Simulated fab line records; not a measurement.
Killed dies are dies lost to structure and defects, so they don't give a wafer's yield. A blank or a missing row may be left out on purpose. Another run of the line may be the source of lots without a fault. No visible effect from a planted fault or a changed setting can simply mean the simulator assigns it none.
Split-lot experiment || flow berkeleyCmos170 || 27 wafers read from 5 lots, route of 331 steps

## ON THE SPLIT
At UCB170_SCREENOX_OXIDATION_01 (target thk 14.4 nm, ox time 2400 s), the setting oxTimeS was moved away from the recipe's 2400 s on 24 of the 27 wafers read, by -48.0% to +36.9%. The other wafers ran this setting at the recipe's value.

No step appears in the file between the split and the reading.

## THE READING
SCREENOX_OXIDE_THK (nm), taken at UCB170_SCREENOX_THK_MEAS_02. On this fab line, fault-free wafers typically give 14.5 nm with a standard deviation of 0.41 nm.

{"wafer": "L075.2", "tool, chamber at the split": "furnace-02, 0", "oxTimeS as run, s": 2400, "against the recipe": "recipe", "SCREENOX_OXIDE_THK, nm": 14.7, "against lot-mates on the recipe": "-"}
{"wafer": "L075.3", "tool, chamber at the split": "furnace-02, 0", "oxTimeS as run, s": 2400, "against the recipe": "recipe", "SCREENOX_OXIDE_THK, nm": 14.6, "against lot-mates on the recipe": "-"}
{"wafer": "L075.4", "tool, chamber at the split": "furnace-02, 0", "oxTimeS as run, s": 2400, "against the recipe": "recipe", "SCREENOX_OXIDE_THK, nm": 14.8, "against lot-mates on the recipe": "-"}
{"wafer": "L078.1", "tool, chamber at the split": "-, -", "oxTimeS as run, s": 1399, "against the recipe": "-41.7%", "SCREENOX_OXIDE_THK, nm": 9.5, "against lot-mates on the recipe": "no lot-mate on the recipe"}
{"wafer": "L078.2", "tool, chamber at the split": "-, -", "oxTimeS as run, s": 1399, "against the recipe": "-41.7%", "SCREENOX_OXIDE_THK, nm": 9.2, "against lot-mates on the recipe": "no lot-mate on the recipe"}
{"wafer": "L078.3", "tool, chamber at the split": "-, -", "oxTimeS as run, s": 1399, "against the recipe": "-41.7%", "SCREENOX_OXIDE_THK, nm": 9.4, "against lot-mates on the recipe": "no lot-mate on the recipe"}
{"wafer": "L078.4", "tool, chamber at the split": "-, -", "oxTimeS as run, s": 1399, "against the recipe": "-41.7%", "SCREENOX_OXIDE_THK, nm": 9.7, "against lot-mates on the recipe": "no lot-mate on the recipe"}
{"wafer": "L078.5", "tool, chamber at the split": "-, -", "oxTimeS as run, s": 1399, "against the recipe": "-41.7%", "SCREENOX_OXIDE_THK, nm": 9.4, "against lot-mates on the recipe": "no lot-mate on the recipe"}
{"wafer": "L078.6", "tool, chamber at the split": "-, -", "oxTimeS as run, s": 1399, "against the recipe": "-41.7%", "SCREENOX_OXIDE_THK, nm": 9.2, "against lot-mates on the recipe": "no lot-mate on the recipe"}
{"wafer": "L076.1", "tool, chamber at the split": "-, -", "oxTimeS as run, s": 3215, "against the recipe": "+34.0%", "SCREENOX_OXIDE_THK, nm": 17.3, "against lot-mates on the recipe": "no lot-mate on the recipe"}
{"wafer": "L076.2", "tool, chamber at the split": "-, -", "oxTimeS as run, s": 3215, "against the recipe": "+34.0%", "SCREENOX_OXIDE_THK, nm": 17.5, "against lot-mates on the recipe": "no lot-mate on the recipe"}
{"wafer": "L076.3", "tool, chamber at the split": "-, -", "oxTimeS as run, s": 3215, "against the recipe": "+34.0%", "SCREENOX_OXIDE_THK, nm": 17.5, "against lot-mates on the recipe": "no lot-mate on the recipe"}
{"wafer": "L076.4", "tool, chamber at the split": "-, -", "oxTimeS as run, s": 3215, "against the recipe": "+34.0%", "SCREENOX_OXIDE_THK, nm": 17.3, "against lot-mates on the recipe": "no lot-mate on the recipe"}
{"wafer": "L076.5", "tool, chamber at the split": "-, -", "oxTimeS as run, s": 3215, "against the recipe": "+34.0%", "SCREENOX_OXIDE_THK, nm": 17.3, "against lot-mates on the recipe": "no lot-mate on the recipe"}
{"wafer": "L076.6", "tool, chamber at the split": "-, -", "oxTimeS as run, s": 3215, "against the recipe": "+34.0%", "SCREENOX_OXIDE_THK, nm": 17.5, "against lot-mates on the recipe": "no lot-mate on the recipe"}
{"wafer": "L081.1", "tool, chamber at the split": "-, -", "oxTimeS as run, s": 3285, "against the recipe": "+36.9%", "SCREENOX_OXIDE_THK, nm": 19.0, "against lot-mates on the recipe": "no lot-mate on the recipe"}
{"wafer": "L081.2", "tool, chamber at the split": "-, -", "oxTimeS as run, s": 3285, "against the recipe": "+36.9%", "SCREENOX_OXIDE_THK, nm": 19.1, "against lot-mates on the recipe": "no lot-mate on the recipe"}
{"wafer": "L081.3", "tool, chamber at the split": "-, -", "oxTimeS as run, s": 3285, "against the recipe": "+36.9%", "SCREENOX_OXIDE_THK, nm": 18.8, "against lot-mates on the recipe": "no lot-mate on the recipe"}
{"wafer": "L081.4", "tool, chamber at the split": "-, -", "oxTimeS as run, s": 3285, "against the recipe": "+36.9%", "SCREENOX_OXIDE_THK, nm": 18.6, "against lot-mates on the recipe": "no lot-mate on the recipe"}
{"wafer": "L081.5", "tool, chamber at the split": "-, -", "oxTimeS as run, s": 3285, "against the recipe": "+36.9%", "SCREENOX_OXIDE_THK, nm": 18.6, "against lot-mates on the recipe": "no lot-mate on the recipe"}
{"wafer": "L081.6", "tool, chamber at the split": "-, -", "oxTimeS as run, s": 3285, "against the recipe": "+36.9%", "SCREENOX_OXIDE_THK, nm": 18.9, "against lot-mates on the recipe": "no lot-mate on the recipe"}
{"wafer": "L085.1", "tool, chamber at the split": "-, -", "oxTimeS as run, s": 1247, "against the recipe": "-48.0%", "SCREENOX_OXIDE_THK, nm": 8.7, "against lot-mates on the recipe": "no lot-mate on the recipe"}
{"wafer": "L085.2", "tool, chamber at the split": "-, -", "oxTimeS as run, s": 1247, "against the recipe": "-48.0%", "SCREENOX_OXIDE_THK, nm": 9.0, "against lot-mates on the recipe": "no lot-mate on the recipe"}
{"wafer": "L085.3", "tool, chamber at the split": "-, -", "oxTimeS as run, s": 1247, "against the recipe": "-48.0%", "SCREENOX_OXIDE_THK, nm": 8.9, "against lot-mates on the recipe": "no lot-mate on the recipe"}
{"wafer": "L085.4", "tool, chamber at the split": "-, -", "oxTimeS as run, s": 1247, "against the recipe": "-48.0%", "SCREENOX_OXIDE_THK, nm": 8.9, "against lot-mates on the recipe": "no lot-mate on the recipe"}
{"wafer": "L085.5", "tool, chamber at the split": "-, -", "oxTimeS as run, s": 1247, "against the recipe": "-48.0%", "SCREENOX_OXIDE_THK, nm": 8.9, "against lot-mates on the recipe": "no lot-mate on the recipe"}
{"wafer": "L085.6", "tool, chamber at the split": "-, -", "oxTimeS as run, s": 1247, "against the recipe": "-48.0%", "SCREENOX_OXIDE_THK, nm": 8.9, "against lot-mates on the recipe": "no lot-mate on the recipe"}

FIT RESULTS
A straight line over all 27 wafers: SCREENOX_OXIDE_THK changes by +0.112 nm for each +1% of oxTimeS; r = +0.99; the points scatter about the line by 0.45 nm.
Too few moved wafers have a lot-mate on the recipe to fit a line with each lot's own level taken away.

## THE WHOLE CHAIN: every reading that the file lists as answering this split, in the file's order
{"step": "UCB170_SCREENOX_OXIDATION_01", "what it does": "target thk 14.4 nm, ox time 2400 s", "reading": "SiO2_of_SCREENOX_OXIDATION_01.thkNm (the simulator's own value, which no gauge read)", "change (the file's fit)": "+0.112 nm for each +1% of the setting", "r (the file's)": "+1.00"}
{"step": "UCB170_SCREENOX_THK_MEAS_02", "what it does": "", "reading": "SCREENOX_OXIDE_THK", "change (the file's fit)": "+0.112 for each +1% of the setting", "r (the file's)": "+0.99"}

## THE FILE'S OWN FIT
SCREENOX_OXIDE_THK changes by +0.112 nm for each +1% of oxTimeS, r = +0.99.
